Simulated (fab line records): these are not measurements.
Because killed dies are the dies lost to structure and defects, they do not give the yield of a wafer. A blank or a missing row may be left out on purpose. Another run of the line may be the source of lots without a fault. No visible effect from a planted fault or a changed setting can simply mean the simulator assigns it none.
Split-lot experiment	flow berkeley_cmos170	5 lots, 23 wafers read, on a route of 331 steps

SPLIT DETAILS
At UCB170_PLDD_EXPOSE_03 (exposes mask PSELECT, target cd 1200 nm), the setting dose_mj was moved away from the recipe's 30 on 4 of the 23 wafers read, by -4.1% to +3.7%. All remaining wafers had this setting at the recipe value.

FROM THE SPLIT TO THE READING: what the file shows between them, 2 steps
- UCB170_PLDD_PEB_04
- UCB170_PLDD_DEVELOP_05: develop time 45 s

THE READING
cd_nm, in nm, at UCB170_PLDD_CD_MEAS_06 (target cd 1200 nm). On this fab line, fault-free wafers typically give 1199.8 nm with a standard deviation of 1.5 nm.

wafer	tool, chamber at the split	dose_mj as run	against the recipe	cd_nm, nm	against lot-mates on the recipe
L074.1	krf_scanner-01, 0	30	recipe	1198.4	-
L074.2	krf_scanner-01, 0	30	recipe	1200.3	-
L074.3	krf_scanner-01, 0	30	recipe	1199.7	-
L076.1	krf_scanner-02, 0	30	recipe	1200.1	-
L076.2	krf_scanner-02, 0	30	recipe	1199.5	-
L076.3	krf_scanner-02, 0	30	recipe	1199.8	-
L076.4	krf_scanner-02, 0	30	recipe	1200.0	-
L076.6	krf_scanner-02, 0	30	recipe	1199.7	-
L077.1	krf_scanner-01, 0	30	recipe	1199.1	-
L077.3	krf_scanner-01, 0	30	recipe	1198.7	-
L077.4	krf_scanner-01, 0	30	recipe	1199.3	-
L077.5	krf_scanner-01, 0	30	recipe	1197.6	-
L077.6	krf_scanner-01, 0	30	recipe	1198.9	-
L082.2	krf_scanner-02, 0	31.1	+3.7%	1209.3	+6.8
L082.3	krf_scanner-02, 0	31.1	+3.7%	1209.2	+6.7
L082.4	krf_scanner-02, 0	30	recipe	1202.2	-
L082.5	krf_scanner-02, 0	30	recipe	1201.7	-
L082.6	krf_scanner-02, 0	30	recipe	1203.7	-
L081.2	krf_scanner-01, 0	30	recipe	1199.5	-
L081.3	krf_scanner-01, 0	28.78	-4.1%	1191.6	-8.2
L081.4	krf_scanner-01, 0	30	recipe	1199.7	-
L081.5	krf_scanner-01, 0	30	recipe	1200.3	-
L081.6	krf_scanner-01, 0	28.78	-4.1%	1193.1	-6.7

FIT RESULTS
A straight line over all 23 wafers: cd_nm changes by +2.17 nm for each +1% of dose_mj; r = +0.93; the points scatter about the line by 1.4 nm.
The same after taking each lot's own level away (the mean of its wafers on the recipe; 23 wafers): +1.84 nm for each +1%; r = +0.98; scatter 0.6 nm.
The reading moves by 7.5 nm for the largest change in dose_mj, on that fit.
Across the lots, their own levels run from 1198.72 to 1202.53 nm, a range of 2.5 times the standard deviation given above.
In other words, the slope is changed by the lot-to-lot level; the two fits disagree.
Check: -7.12 nm against its lot-mates is what the line predicts for one of the wafers moved furthest among these (-4.1%) when that wafer is left out of the fit. It came out at -8.23 nm against them.

THE FILE'S OWN FIT
cd_nm changes by +1.83 nm for each +1% of dose_mj, r = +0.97.
